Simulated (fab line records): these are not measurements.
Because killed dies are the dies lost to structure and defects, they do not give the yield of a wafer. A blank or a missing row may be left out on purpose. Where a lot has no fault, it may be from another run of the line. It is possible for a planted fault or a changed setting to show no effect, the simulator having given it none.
Chamber matching / flow berkeley_cmos170 / UCB170_GATE_ETCH_15 on rie_si-01: 4 sister chambers
The step etches poly-Si in HBr/Cl2, stops on SiO2, time 56.3 s, target depth 278.2 nm. 8 wafers are shown with their chamber, then 8 later ones without.

== WAFERS WITH THEIR CHAMBER ==
wafer=L195.2; chamber=2; oes_product_au (a.u.)=0.857; run_length_s (s)=84.0
wafer=L195.6; chamber=1; oes_product_au (a.u.)=0.826; run_length_s (s)=83.5
wafer=L196.4; chamber=1; oes_product_au (a.u.)=0.839; run_length_s (s)=83.7
wafer=L199.2; chamber=3; oes_product_au (a.u.)=0.827; run_length_s (s)=84.5
wafer=L201.1; chamber=0; oes_product_au (a.u.)=0.848; run_length_s (s)=83.9
wafer=L201.4; chamber=2; oes_product_au (a.u.)=0.858; run_length_s (s)=84.8
wafer=L201.6; chamber=3; oes_product_au (a.u.)=0.830; run_length_s (s)=84.6
wafer=L210.1; chamber=0; oes_product_au (a.u.)=0.850; run_length_s (s)=83.9

== WAFERS WHOSE CHAMBER IS MISSING ==
wafer=L210.2; oes_product_au (a.u.)=0.824; run_length_s (s)=84.6
wafer=L210.5; oes_product_au (a.u.)=0.854; run_length_s (s)=84.2
wafer=L212.2; oes_product_au (a.u.)=0.842; run_length_s (s)=83.9
wafer=L212.3; oes_product_au (a.u.)=0.820; run_length_s (s)=83.5
wafer=L212.6; oes_product_au (a.u.)=0.863; run_length_s (s)=84.0
wafer=L211.1; oes_product_au (a.u.)=0.825; run_length_s (s)=84.6
wafer=L211.2; oes_product_au (a.u.)=0.856; run_length_s (s)=84.2
wafer=L211.5; oes_product_au (a.u.)=0.853; run_length_s (s)=83.5

== EACH ONE'S CHAMBER ==
wafer=L210.2; from the rows above=3; in truth=3
wafer=L210.5; from the rows above=can't be placed: 2 or 0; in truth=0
wafer=L212.2; from the rows above=can't be placed: 0 or 1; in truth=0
wafer=L212.3; from the rows above=can't be placed: 1 or 3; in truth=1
wafer=L212.6; from the rows above=can't be placed: 2 or 0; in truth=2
wafer=L211.1; from the rows above=3; in truth=3
wafer=L211.2; from the rows above=can't be placed: 2 or 0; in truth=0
wafer=L211.5; from the rows above=can't be placed: 0 or 2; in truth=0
Placed correctly: 2 of 8. Can't be placed from these rows: 6 (the true chamber is among the candidates in 6). 0 placed wrongly.
How it was worked out, from the rows above alone: a wafer's distance from a chamber is the root of the sum, over the readings, of the square of ((its reading less the chamber's mean) divided by the reading's scatter). The wafer belongs to the nearest chamber; if the next one is less than 2 further off, it can't be placed. For every chamber, the mean is computed from those of its wafers that are shown. The scatter: the root of (the sum of the squares of (reading less its chamber's mean) over the shown wafers, divided by (wafers less chambers)).
